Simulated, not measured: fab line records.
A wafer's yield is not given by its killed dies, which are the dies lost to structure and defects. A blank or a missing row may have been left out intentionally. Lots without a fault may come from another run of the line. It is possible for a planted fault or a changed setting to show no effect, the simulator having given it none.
Which of the tools did it? :: flow berkeley_cmos170 :: Sampling: 15 lots, 45 wafers, 3 of 331 route steps

## WHAT EACH GAUGE READ, for each wafer
UCB170_V1_THK_MEAS_04. Usual: V1_POLISHED_THK typically reads 1001.2 nm, with standard deviation 1.2.
lot: L181
measured: day 7 08:11
on: film_metro-04
V1_POLISHED_THK (nm): 1002.3 1001.3 1001.1
flag: 

lot: L182
measured: day 7 19:08
on: film_metro-04
V1_POLISHED_THK (nm): 1001.6 1001.0 1000.7
flag: 

lot: L188
measured: day 8 09:17
on: film_metro-04
V1_POLISHED_THK (nm): 1002.6 1000.9 1001.6
flag: 

lot: L189
measured: day 8 11:08
on: film_metro-04
V1_POLISHED_THK (nm): 999.7 1000.9 999.4
flag: 

lot: L185
measured: day 8 11:26
on: film_metro-01
V1_POLISHED_THK (nm): 1001.1 999.5 1003.8
flag: 

lot: L184
measured: day 8 13:43
on: film_metro-01
V1_POLISHED_THK (nm): 1001.3 1002.0 1002.8
flag: 

lot: L186
measured: day 8 13:44
on: film_metro-04
V1_POLISHED_THK (nm): 1002.8 1001.3 1001.1
flag: 

lot: L193
measured: day 9 07:39
on: film_metro-04
V1_POLISHED_THK (nm): 1002.2 1001.7 1001.8
flag: 

lot: L197
measured: day 10 06:35
on: film_metro-01
V1_POLISHED_THK (nm): 1001.5 1002.6 1000.6
flag: 

lot: L198
measured: day 10 07:29
on: film_metro-03
V1_POLISHED_THK (nm): 1002.7 1003.9 999.3
flag: 

lot: L200
measured: day 10 19:35
on: film_metro-03
V1_POLISHED_THK (nm): 1000.1 1000.2 1002.4
flag: 

lot: L202
measured: day 11 10:55
on: film_metro-03
V1_POLISHED_THK (nm): 1003.2 1002.0 1000.1
flag: 

lot: L201
measured: day 11 10:58
on: film_metro-04
V1_POLISHED_THK (nm): 999.9 998.5 1000.7
flag: 

lot: L199
measured: day 11 11:12
on: film_metro-01
V1_POLISHED_THK (nm): 1002.2 1001.9 1001.4
flag: 

lot: L203
measured: day 11 15:22
on: film_metro-03
V1_POLISHED_THK (nm): 1002.6 1003.2 1001.9
flag: 

UCB170_M2_RS_MEAS_02: a four-point-probe measurement. Usual: M2_AL_RS typically reads 0.0322 ohm/sq, with standard deviation 0.00039.
lot: L181
measured: day 7 11:52
on: film_metro-02
M2_AL_RS (ohm/sq): 0.0328 0.0325 0.0325
flag: 

lot: L182
measured: day 7 22:26
on: film_metro-04
M2_AL_RS (ohm/sq): 0.0320 0.0322 0.0321
flag: 

lot: L188
measured: day 8 12:56
on: film_metro-04
M2_AL_RS (ohm/sq): 0.0320 0.0319 0.0321
flag: 

lot: L189
measured: day 8 15:39
on: film_metro-02
M2_AL_RS (ohm/sq): 0.0324 0.0321 0.0325
flag: 

lot: L185
measured: day 8 15:05
on: film_metro-04
M2_AL_RS (ohm/sq): 0.0317 0.0320 0.0320
flag: 

lot: L184
measured: day 8 17:28
on: film_metro-01
M2_AL_RS (ohm/sq): 0.0317 0.0320 0.0317
flag: 

lot: L186
measured: day 8 17:03
on: film_metro-04
M2_AL_RS (ohm/sq): 0.0327 0.0322 0.0322
flag: 

lot: L193
measured: day 9 09:56
on: film_metro-01
M2_AL_RS (ohm/sq): 0.0324 0.0325 0.0324
flag: 

lot: L197
measured: day 10 08:40
on: film_metro-04
M2_AL_RS (ohm/sq): 0.0318 0.0321 0.0325
flag: 

lot: L198
measured: day 10 09:52
on: film_metro-02
M2_AL_RS (ohm/sq): 0.0331 0.0327 0.0322
flag: 

lot: L200
measured: day 10 21:47
on: film_metro-02
M2_AL_RS (ohm/sq): 0.0324 0.0322 0.0322
flag: 

lot: L202
measured: day 11 12:51
on: film_metro-04
M2_AL_RS (ohm/sq): 0.0324 0.0323 0.0322
flag: 

lot: L201
measured: day 11 13:03
on: film_metro-02
M2_AL_RS (ohm/sq): 0.0327 0.0317 0.0321
flag: 

lot: L199
measured: day 11 13:11
on: film_metro-04
M2_AL_RS (ohm/sq): 0.0324 0.0323 0.0321
flag: 

lot: L203
measured: day 11 17:21
on: film_metro-01
M2_AL_RS (ohm/sq): 0.0317 0.0321 0.0317
flag: 

UCB170_M2_CD_MEAS_15: target cd 700 nm. Usual: 700.3 nm for cd_nm, sd 1.5.
lot: L181
measured: day 7 16:30
on: cd_sem-01
cd_nm (nm): 699.7 700.2 699.6
flag: 

lot: L182
measured: day 8 01:16
on: cd_sem-01
cd_nm (nm): 702.8 703.4 702.8
flag: 

lot: L188
measured: day 8 18:30
on: cd_sem-01
cd_nm (nm): 699.2 700.4 698.9
flag: 

lot: L189
measured: day 8 20:13
on: cd_sem-02
cd_nm (nm): 699.0 699.9 701.4
flag: 

lot: L185
measured: day 8 19:57
on: cd_sem-01
cd_nm (nm): 700.5 701.7 701.1
flag: 

lot: L184
measured: day 8 21:23
on: cd_sem-01
cd_nm (nm): 699.1 697.0 698.0
flag: 

lot: L186
measured: day 8 21:20
on: cd_sem-02
cd_nm (nm): 700.9 699.6 700.2
flag: 

lot: L193
measured: day 9 11:50
on: cd_sem-02
cd_nm (nm): 700.5 700.6 699.9
flag: 

lot: L197
measured: day 10 12:57
on: cd_sem-02
cd_nm (nm): 701.2 699.4 698.4
flag: 

lot: L198
measured: day 10 13:08
on: cd_sem-02
cd_nm (nm): 698.5 699.2 698.7
flag: 

lot: L200
measured: day 10 23:59
on: cd_sem-02
cd_nm (nm): 699.9 701.7 699.7
flag: 

lot: L202
measured: day 11 16:00
on: cd_sem-02
cd_nm (nm): 700.6 699.6 700.0
flag: 

lot: L201
measured: day 11 16:12
on: cd_sem-01
cd_nm (nm): 698.0 698.7 698.3
flag: 

lot: L199
measured: day 11 16:30
on: cd_sem-01
cd_nm (nm): 701.2 703.3 702.4
flag: 

lot: L203
measured: day 11 19:23
on: cd_sem-01
cd_nm (nm): 702.0 701.6 701.8
flag: 

## EACH LOT AND THE TOOL THAT RAN IT (in order: tool; ch and the chambers of the sampled wafers; start)
There is no process step in the record ahead of these readings.

## AS READ BY THE TOOLS THEMSELVES (means over the sampled wafers that have a number; for cases with no such wafer, the mark the record gives instead)
The record holds no such reading with a usual standard deviation.

## THE ANSWER, worked out from the rows above alone
Rule: a lot counts as off when the mean over its wafers that have a number is more than 3 standard deviations away from the usual mean. Also off: a lot with no number at a reading for which 4 or more lots have one. Any other lot the step has rows for is counted as sound. First the gauges in route order, then the tools' own readings, where a lot's mean is used as printed above. The first step at which some lot is off is used, and at that step the reading that is off furthest; a lot without a number counts as furthest.
Across all readings shown, no lot is off: no conclusion can be drawn from this.

## WHAT HAD BEEN PUT IN BY THE SIMULATOR
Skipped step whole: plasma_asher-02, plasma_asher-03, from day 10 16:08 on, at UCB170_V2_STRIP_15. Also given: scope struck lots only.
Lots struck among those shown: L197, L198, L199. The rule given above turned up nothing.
